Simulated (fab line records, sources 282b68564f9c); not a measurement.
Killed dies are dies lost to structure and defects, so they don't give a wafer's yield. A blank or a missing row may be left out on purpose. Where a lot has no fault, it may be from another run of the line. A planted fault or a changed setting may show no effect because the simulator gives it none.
fab line records / flow rit_cmos / part 2 of 2: steps 38 to 50 of 50
record: lots: 5 wafers: 15 last_day: 6
route steps=202 shown NWELL@36 PWELL@39 WELLDRIVE@50 NRETRO@53 PRETRO@64 GATE@75 FOX2@80
lots untouched by any fault: they come from a run of this same line in which no faults occurred
start_h: hours from the record's opening day to when the first of the lot's shown wafers began / wait_h: time in hours since the lot's previous step / " same as the row above / L1.1+2: several wafers, shown together as one row / - no value present, or no start provided / * or withheld: withheld / < > ~ a bound
route shown NAME@n: a module of which the file shows steps, and the number in the route of the first / usual: mean/standard deviation taken from wafers without a fault / same: alike in all rows / chamber/n: place in a boat / sites: readings site by site / _std_site: standard deviation across them / _edge_site: outer sites' mean less inner sites' / radius_mm: for every site, how far away it sits from the centre of the wafer / mask NAME#n: copy n / behind: the tool/chamber that last shaped the wafer / hold: reason for holding the lot/hours on hold/outcome of the hold / device: the n, p or np transistor that did not switch / end of line: the tests these same wafers got at the end of their route / where a step has no rows: the recipe by itself / killed: not the wafer's yield, but the dies lost to structure and defects at the first sort / map: shows each die of a wafer: x if killed, . if not, _ if none is there
set.NAME: the setting the step ran with; set.NAME@STEP: the setting that earlier step ran with / model.NAME: the simulator's own value behind a step, which no gauge read
certain route steps with their lots: each step a table, each wafer a row
services: the hour from which a tool's chamber was out of use, counted from the record's first day as start_h (under 0 if before that day), plus the number of hours and why
== steps ==
step: RIT_PRETRO_STRIP_09
recipe: chemistry: O2 time_s: 180 resist: NOVOLAK platen_temp_c: withheld power_w: 500 pressure_mtorr: 4000 o2_flow_sccm: 4000
usual: drypump_motor_current_A: 5.7/0.32 rf_refl_power_W: 6.2/1.8
lot.wafer=L074.3 tool=plasma_asher-02 chamber=0 start_h=32.32 wait_h=0.1 drypump_motor_current_A=5.6 rf_hours_counter_h=- rf_refl_power_W=4.7
lot.wafer=L074.5 tool=plasma_asher-02 chamber=0 start_h=32.32 wait_h=0.1 drypump_motor_current_A=5.6 rf_hours_counter_h=- rf_refl_power_W=4.7
lot.wafer=L074.6 tool=plasma_asher-02 chamber=1 start_h=32.32 wait_h=0.1 drypump_motor_current_A=5.7 rf_hours_counter_h=- rf_refl_power_W=6.4
lot.wafer=L076.1 tool=plasma_asher-01 chamber=0 start_h=46.62 wait_h=0.1 drypump_motor_current_A=5.9 rf_hours_counter_h=41 rf_refl_power_W=4.2
lot.wafer=L076.3 tool=plasma_asher-01 chamber=1 start_h=46.62 wait_h=0.1 drypump_motor_current_A=5.4 rf_hours_counter_h=- rf_refl_power_W=6.9
lot.wafer=L076.5 tool=plasma_asher-01 chamber=1 start_h=46.62 wait_h=0.1 drypump_motor_current_A=5.4 rf_hours_counter_h=- rf_refl_power_W=6.9
lot.wafer=L078.2 tool=plasma_asher-04 chamber=1 start_h=52.36 wait_h=0.1 drypump_motor_current_A=6.5 rf_hours_counter_h=41 rf_refl_power_W=9.8
lot.wafer=L078.5 tool=plasma_asher-04 chamber=0 start_h=52.36 wait_h=0.1 drypump_motor_current_A=5.4 rf_hours_counter_h=- rf_refl_power_W=5.4
lot.wafer=L078.6 tool=plasma_asher-04 chamber=1 start_h=52.36 wait_h=0.1 drypump_motor_current_A=6.4 rf_hours_counter_h=- rf_refl_power_W=10.2
lot.wafer=L087.1 tool=plasma_asher-01 chamber=1 start_h=99.79 wait_h=0.1 drypump_motor_current_A=5.4 rf_hours_counter_h=47 rf_refl_power_W=7.0
lot.wafer=L087.3 tool=plasma_asher-01 chamber=0 start_h=99.79 wait_h=0.1 drypump_motor_current_A=5.9 rf_hours_counter_h=- rf_refl_power_W=4.1
lot.wafer=L087.4 tool=plasma_asher-01 chamber=1 start_h=99.79 wait_h=0.1 drypump_motor_current_A=5.4 rf_hours_counter_h=- rf_refl_power_W=7.2
lot.wafer=L089.2 tool=plasma_asher-02 chamber=1 start_h=110.93 wait_h=0.1 drypump_motor_current_A=5.7 rf_hours_counter_h=49 rf_refl_power_W=6.7
lot.wafer=L089.3 tool=plasma_asher-02 chamber=1 start_h=110.93 wait_h=0.1 drypump_motor_current_A=5.7 rf_hours_counter_h=- rf_refl_power_W=6.5
lot.wafer=L089.6 tool=plasma_asher-02 chamber=0 start_h=110.93 wait_h=0.1 drypump_motor_current_A=5.6 rf_hours_counter_h=- rf_refl_power_W=4.7
step: RIT_PRETRO_TW_MEAS_10
usual: PRETRO_TW: 478.7/2.5
lot.wafer=L074.3 tool=film_metro-02 chamber=- start_h=32.46 wait_h=0.1 PRETRO_TW=477.5
lot.wafer=L074.5 tool=film_metro-02 chamber=- start_h=32.46 wait_h=0.1 PRETRO_TW=475.1
lot.wafer=L074.6 tool=film_metro-02 chamber=- start_h=32.46 wait_h=0.1 PRETRO_TW=476.9
lot.wafer=L076.1 tool=film_metro-01 chamber=- start_h=46.80 wait_h=0.1 PRETRO_TW=480.3
lot.wafer=L076.3 tool=film_metro-01 chamber=- start_h=46.80 wait_h=0.1 PRETRO_TW=477.8
lot.wafer=L076.5 tool=film_metro-01 chamber=- start_h=46.80 wait_h=0.1 PRETRO_TW=479.1
lot.wafer=L078.2 tool=film_metro-01 chamber=- start_h=52.54 wait_h=0.1 PRETRO_TW=475.2
lot.wafer=L078.5 tool=film_metro-01 chamber=- start_h=52.54 wait_h=0.1 PRETRO_TW=475.9
lot.wafer=L078.6 tool=film_metro-01 chamber=- start_h=52.54 wait_h=0.1 PRETRO_TW=471.2
lot.wafer=L087.1 tool=film_metro-01 chamber=- start_h=99.96 wait_h=0.1 PRETRO_TW=477.6
lot.wafer=L087.3 tool=film_metro-01 chamber=- start_h=99.96 wait_h=0.1 PRETRO_TW=474.0
lot.wafer=L087.4 tool=film_metro-01 chamber=- start_h=99.96 wait_h=0.1 PRETRO_TW=476.8
lot.wafer=L089.2 tool=film_metro-03 chamber=- start_h=111.11 wait_h=0.1 PRETRO_TW=478.3
lot.wafer=L089.3 tool=film_metro-03 chamber=- start_h=111.11 wait_h=0.1 PRETRO_TW=478.7
lot.wafer=L089.6 tool=film_metro-03 chamber=- start_h=111.11 wait_h=0.1 PRETRO_TW=477.7
step: RIT_GATE_WET_ETCH_00
recipe: chemistry: BOE target: SiO2 target_depth_nm: 56 time_s: 60 dry: n2_spin dilution: 10:1 temp_c: 21.5
lot.wafer=L074.3+5+6 tool=wet_bench-02 chamber=1 start_h=32.50 wait_h=0.0
lot.wafer=L076.1+3+5 tool=wet_bench-03 chamber=0 start_h=46.86 wait_h=0.1
lot.wafer=L078.2+5+6 tool=wet_bench-02 chamber=2 start_h=52.59 wait_h=0.0
lot.wafer=L087.1+3+4 tool=wet_bench-03 chamber=2 start_h=100.02 wait_h=0.1
lot.wafer=L089.2+3+6 tool=wet_bench-04 chamber=1 start_h=111.16 wait_h=0.0
step: RIT_GATE_CLEAN_01
recipe: chemistry: SC1 mix: 3:3:50 time_s: 600 temp_c: 75
lot.wafer=L074.3+5+6 tool=wet_bench-03 chamber=3 start_h=32.52 wait_h=0.0
lot.wafer=L076.1+3+5 tool=wet_bench-04 chamber=3 start_h=46.88 wait_h=0.0
lot.wafer=L078.2+5+6 tool=wet_bench-03 chamber=3 start_h=52.62 wait_h=0.0
lot.wafer=L087.1+3+4 tool=wet_bench-02 chamber=2 start_h=100.05 wait_h=0.0
lot.wafer=L089.2+3+6 tool=wet_bench-03 chamber=0 start_h=111.19 wait_h=0.0
step: RIT_GATE_CLEAN_02
recipe: chemistry: dHF dilution: 50:1 time_s: 30
lot.wafer=L074.3+5+6 tool=wet_bench-04 chamber=1 start_h=32.70 wait_h=0.0
lot.wafer=L076.1+3+5 tool=wet_bench-04 chamber=1 start_h=47.07 wait_h=0.0
lot.wafer=L078.2+5+6 tool=wet_bench-02 chamber=1 start_h=52.81 wait_h=0.0
lot.wafer=L087.1+3+4 tool=wet_bench-04 chamber=3 start_h=100.22 wait_h=0.0
lot.wafer=L089.2+3+6 tool=wet_bench-02 chamber=1 start_h=111.36 wait_h=0.0
step: RIT_GATE_CLEAN_03
recipe: chemistry: SC2 mix: 3:3:50 time_s: 600 temp_c: 75 dry: n2_spin
lot.wafer=L074.3+5+6 tool=wet_bench-02 chamber=1 start_h=32.72 wait_h=0.0
lot.wafer=L076.1+3+5 tool=wet_bench-04 chamber=0 start_h=47.09 wait_h=0.0
lot.wafer=L078.2+5+6 tool=wet_bench-03 chamber=3 start_h=52.82 wait_h=0.0
lot.wafer=L087.1+3+4 tool=wet_bench-03 chamber=2 start_h=100.24 wait_h=0.0
lot.wafer=L089.2+3+6 tool=wet_bench-03 chamber=1 start_h=111.38 wait_h=0.0
step: RIT_GATE_CLEAN_04
recipe: chemistry: dHF dilution: 50:1 time_s: 60 dry: n2_spin
lot.wafer=L074.3+5+6 tool=wet_bench-03 chamber=2 start_h=32.89 wait_h=0.0
lot.wafer=L076.1+3+5 tool=wet_bench-02 chamber=3 start_h=47.28 wait_h=0.0
lot.wafer=L078.2+5+6 tool=wet_bench-02 chamber=2 start_h=53.01 wait_h=0.0
lot.wafer=L087.1+3+4 tool=wet_bench-02 chamber=0 start_h=100.41 wait_h=0.0
lot.wafer=L089.2+3+6 tool=wet_bench-03 chamber=1 start_h=111.55 wait_h=0.0
step: RIT_FOX2_THK_MEAS_91
recipe: reads: SiO2_of_FOX2_OXIDATION_00
usual: FIELD_OXIDE_LEFT_2_THK: 258/5.6
lot.wafer=L074.3 tool=film_metro-03 chamber=- start_h=32.94 wait_h=0.0 FIELD_OXIDE_LEFT_2_THK[nm]=260
lot.wafer=L074.5 tool=film_metro-03 chamber=- start_h=32.94 wait_h=0.0 FIELD_OXIDE_LEFT_2_THK[nm]=261
lot.wafer=L074.6 tool=film_metro-03 chamber=- start_h=32.94 wait_h=0.0 FIELD_OXIDE_LEFT_2_THK[nm]=262
lot.wafer=L076.1 tool=film_metro-03 chamber=- start_h=47.31 wait_h=0.0 FIELD_OXIDE_LEFT_2_THK[nm]=263
lot.wafer=L076.3 tool=film_metro-03 chamber=- start_h=47.31 wait_h=0.0 FIELD_OXIDE_LEFT_2_THK[nm]=260
lot.wafer=L076.5 tool=film_metro-03 chamber=- start_h=47.31 wait_h=0.0 FIELD_OXIDE_LEFT_2_THK[nm]=264
lot.wafer=L078.2 tool=film_metro-04 chamber=- start_h=53.05 wait_h=0.0 FIELD_OXIDE_LEFT_2_THK[nm]=264
lot.wafer=L078.5 tool=film_metro-04 chamber=- start_h=53.05 wait_h=0.0 FIELD_OXIDE_LEFT_2_THK[nm]=262
lot.wafer=L078.6 tool=film_metro-04 chamber=- start_h=53.05 wait_h=0.0 FIELD_OXIDE_LEFT_2_THK[nm]=261
lot.wafer=L087.1 tool=film_metro-04 chamber=- start_h=100.44 wait_h=0.0 FIELD_OXIDE_LEFT_2_THK[nm]=243
lot.wafer=L087.3 tool=film_metro-04 chamber=- start_h=100.44 wait_h=0.0 FIELD_OXIDE_LEFT_2_THK[nm]=252
lot.wafer=L087.4 tool=film_metro-04 chamber=- start_h=100.44 wait_h=0.0 FIELD_OXIDE_LEFT_2_THK[nm]=244
lot.wafer=L089.2 tool=film_metro-02 chamber=- start_h=111.59 wait_h=0.0 FIELD_OXIDE_LEFT_2_THK[nm]=256
lot.wafer=L089.3 tool=film_metro-02 chamber=- start_h=111.59 wait_h=0.0 FIELD_OXIDE_LEFT_2_THK[nm]=254
lot.wafer=L089.6 tool=film_metro-02 chamber=- start_h=111.59 wait_h=0.0 FIELD_OXIDE_LEFT_2_THK[nm]=258
step: RIT_GATE_OXIDATION_05
recipe: temp_c: 900 ambient: O2 target_thk_a: 30 ox_time_s: 270
usual: ox_temp_c_max: 907.1/1.4
lot.wafer=L074.3 tool=furnace-03 chamber=0 start_h=33.88 wait_h=0.9 ox_temp_c_max=909.9
lot.wafer=L074.5 tool=furnace-03 chamber=0 start_h=33.88 wait_h=0.9 ox_temp_c_max=906.3
lot.wafer=L074.6 tool=furnace-03 chamber=0 start_h=33.88 wait_h=0.9 ox_temp_c_max=907.3
lot.wafer=L076.1 tool=furnace-03 chamber=0 start_h=48.17 wait_h=0.9 ox_temp_c_max=907.4
lot.wafer=L076.3 tool=furnace-03 chamber=0 start_h=48.17 wait_h=0.9 ox_temp_c_max=909.2
lot.wafer=L076.5 tool=furnace-03 chamber=0 start_h=48.17 wait_h=0.9 ox_temp_c_max=907.8
lot.wafer=L078.2 tool=furnace-03 chamber=0 start_h=53.37 wait_h=0.3 ox_temp_c_max=909.5
lot.wafer=L078.5 tool=furnace-03 chamber=0 start_h=53.37 wait_h=0.3 ox_temp_c_max=906.8
lot.wafer=L078.6 tool=furnace-03 chamber=0 start_h=53.37 wait_h=0.3 ox_temp_c_max=908.1
lot.wafer=L087.1 tool=furnace-03 chamber=0 start_h=101.45 wait_h=1.0 ox_temp_c_max=908.0
lot.wafer=L087.3 tool=furnace-03 chamber=0 start_h=101.45 wait_h=1.0 ox_temp_c_max=907.5
lot.wafer=L087.4 tool=furnace-03 chamber=0 start_h=101.45 wait_h=1.0 ox_temp_c_max=909.7
lot.wafer=L089.2 tool=furnace-04 chamber=0 start_h=112.43 wait_h=0.8 ox_temp_c_max=905.8
lot.wafer=L089.3 tool=furnace-04 chamber=0 start_h=112.43 wait_h=0.8 ox_temp_c_max=906.7
lot.wafer=L089.6 tool=furnace-04 chamber=0 start_h=112.43 wait_h=0.8 ox_temp_c_max=908.3
step: RIT_GATE_ANNEAL_06
recipe: temp_c: 900 time_s: 600 ambient: N2O
lot.wafer=L074.3+5+6 tool=furnace-03 chamber=0 start_h=36.27 wait_h=1.3
lot.wafer=L076.1+3+5 tool=furnace-03 chamber=0 start_h=49.24 wait_h=0.0
lot.wafer=L078.2+5+6 tool=furnace-01 chamber=0 start_h=56.90 wait_h=2.5
lot.wafer=L087.1+3+4 tool=furnace-03 chamber=0 start_h=103.83 wait_h=1.3
lot.wafer=L089.2+3+6 tool=furnace-04 chamber=0 start_h=114.82 wait_h=1.3
step: RIT_GATE_THK_MEAS_07
recipe: reads: SiO2_of_GATE_OXIDATION_05
usual: GATE_OXIDE_THK: 3.02/0.074
lot.wafer=L074.3 tool=film_metro-03 chamber=- start_h=36.54 wait_h=0.0 GATE_OXIDE_THK[nm]=3.19
lot.wafer=L074.5 tool=film_metro-03 chamber=- start_h=36.54 wait_h=0.0 GATE_OXIDE_THK[nm]=3.20
lot.wafer=L074.6 tool=film_metro-03 chamber=- start_h=36.54 wait_h=0.0 GATE_OXIDE_THK[nm]=3.10
lot.wafer=L076.1 tool=film_metro-02 chamber=- start_h=49.49 wait_h=0.0 GATE_OXIDE_THK[nm]=3.09
lot.wafer=L076.3 tool=film_metro-02 chamber=- start_h=49.49 wait_h=0.0 GATE_OXIDE_THK[nm]=3.05
lot.wafer=L076.5 tool=film_metro-02 chamber=- start_h=49.49 wait_h=0.0 GATE_OXIDE_THK[nm]=3.04
lot.wafer=L078.2 tool=film_metro-02 chamber=- start_h=57.16 wait_h=0.0 GATE_OXIDE_THK[nm]=2.95
lot.wafer=L078.5 tool=film_metro-02 chamber=- start_h=57.16 wait_h=0.0 GATE_OXIDE_THK[nm]=3.02
lot.wafer=L078.6 tool=film_metro-02 chamber=- start_h=57.16 wait_h=0.0 GATE_OXIDE_THK[nm]=2.94
lot.wafer=L087.1 tool=film_metro-02 chamber=- start_h=104.08 wait_h=0.0 GATE_OXIDE_THK[nm]=3.09
lot.wafer=L087.3 tool=film_metro-02 chamber=- start_h=104.08 wait_h=0.0 GATE_OXIDE_THK[nm]=3.18
lot.wafer=L087.4 tool=film_metro-02 chamber=- start_h=104.08 wait_h=0.0 GATE_OXIDE_THK[nm]=3.11
lot.wafer=L089.2 tool=film_metro-04 chamber=- start_h=115.08 wait_h=0.0 GATE_OXIDE_THK[nm]=3.11
lot.wafer=L089.3 tool=film_metro-04 chamber=- start_h=115.08 wait_h=0.0 GATE_OXIDE_THK[nm]=3.10
lot.wafer=L089.6 tool=film_metro-04 chamber=- start_h=115.08 wait_h=0.0 GATE_OXIDE_THK[nm]=3.07
step: RIT_GATE_CVD_08
recipe: material: poly-Si target_thk_nm: 250 temp_c: 610 precursor: SiH4 time_s: 2220 pressure_mtorr: 300 sih4_flow_sccm: 100
lot.wafer=L074.3+5+6 tool=lpcvd-02 chamber=1 start_h=36.58 wait_h=0.0
lot.wafer=L076.1+3+5 tool=lpcvd-02 chamber=0 start_h=49.55 wait_h=0.1
lot.wafer=L078.2+5+6 tool=lpcvd-02 chamber=0 start_h=57.21 wait_h=0.0
lot.wafer=L087.1+3+4 tool=lpcvd-01 chamber=0 start_h=104.14 wait_h=0.1
lot.wafer=L089.2+3+6 tool=lpcvd-02 chamber=0 start_h=115.13 wait_h=0.0
step: RIT_GATE_THK_MEAS_09
recipe: reads: poly-Si_of_GATE_CVD_08
usual: GATE_POLY_THK: 251.8/2.1
lot.wafer=L074.3 tool=film_metro-04 chamber=- start_h=38.22 wait_h=0.0 GATE_POLY_THK[nm]=253.0
lot.wafer=L074.5 tool=film_metro-04 chamber=- start_h=38.22 wait_h=0.0 GATE_POLY_THK[nm]=253.8
lot.wafer=L074.6 tool=film_metro-04 chamber=- start_h=38.22 wait_h=0.0 GATE_POLY_THK[nm]=255.7
lot.wafer=L076.1 tool=film_metro-02 chamber=- start_h=51.17 wait_h=0.0 GATE_POLY_THK[nm]=255.1
lot.wafer=L076.3 tool=film_metro-02 chamber=- start_h=51.17 wait_h=0.0 GATE_POLY_THK[nm]=254.7
lot.wafer=L076.5 tool=film_metro-02 chamber=- start_h=51.17 wait_h=0.0 GATE_POLY_THK[nm]=255.4
lot.wafer=L078.2 tool=film_metro-03 chamber=- start_h=58.83 wait_h=0.0 GATE_POLY_THK[nm]=250.1
lot.wafer=L078.5 tool=film_metro-03 chamber=- start_h=58.83 wait_h=0.0 GATE_POLY_THK[nm]=251.8
lot.wafer=L078.6 tool=film_metro-03 chamber=- start_h=58.83 wait_h=0.0 GATE_POLY_THK[nm]=251.4
lot.wafer=L087.1 tool=film_metro-02 chamber=- start_h=105.76 wait_h=0.0 GATE_POLY_THK[nm]=250.3
lot.wafer=L087.3 tool=film_metro-02 chamber=- start_h=105.76 wait_h=0.0 GATE_POLY_THK[nm]=250.3
lot.wafer=L087.4 tool=film_metro-02 chamber=- start_h=105.76 wait_h=0.0 GATE_POLY_THK[nm]=251.3
lot.wafer=L089.2 tool=film_metro-02 chamber=- start_h=116.75 wait_h=0.0 GATE_POLY_THK[nm]=253.9
lot.wafer=L089.3 tool=film_metro-02 chamber=- start_h=116.75 wait_h=0.0 GATE_POLY_THK[nm]=253.0
lot.wafer=L089.6 tool=film_metro-02 chamber=- start_h=116.75 wait_h=0.0 GATE_POLY_THK[nm]=252.4
== services ==
tool=plasma_asher-03 chamber=- start_h=13.66 hours=0.8 kind=repair
tool=plasma_asher-01 chamber=- start_h=14.30 hours=2.7 kind=repair
tool=iline_stepper-02 chamber=- start_h=20.94 hours=10.6 kind=repair
tool=furnace-03 chamber=- start_h=29.08 hours=3.2 kind=pm
tool=furnace-04 chamber=- start_h=35.10 hours=2.7 kind=pm
tool=iline_stepper-02 chamber=- start_h=36.19 hours=1.7 kind=pm
tool=iline_stepper-01 chamber=- start_h=47.06 hours=4.2 kind=repair
tool=implanter-02 chamber=- start_h=48.99 hours=2.3 kind=repair
tool=furnace-01 chamber=- start_h=70.08 hours=5.2 kind=pm
tool=plasma_asher-04 chamber=- start_h=78.79 hours=21.3 kind=repair
tool=implanter-02 chamber=- start_h=82.65 hours=2.4 kind=pm
tool=implanter-01 chamber=- start_h=83.39 hours=10.1 kind=repair
tool=implanter-02 chamber=- start_h=96.48 hours=5.3 kind=repair
tool=plasma_asher-04 chamber=- start_h=108.75 hours=9.0 kind=pm
tool=plasma_asher-04 chamber=0 start_h=108.75 hours=9.0 kind=vent_cycle
tool=plasma_asher-04 chamber=1 start_h=108.75 hours=9.0 kind=vent_cycle
tool=implanter-03 chamber=- start_h=112.15 hours=3.0 kind=repair
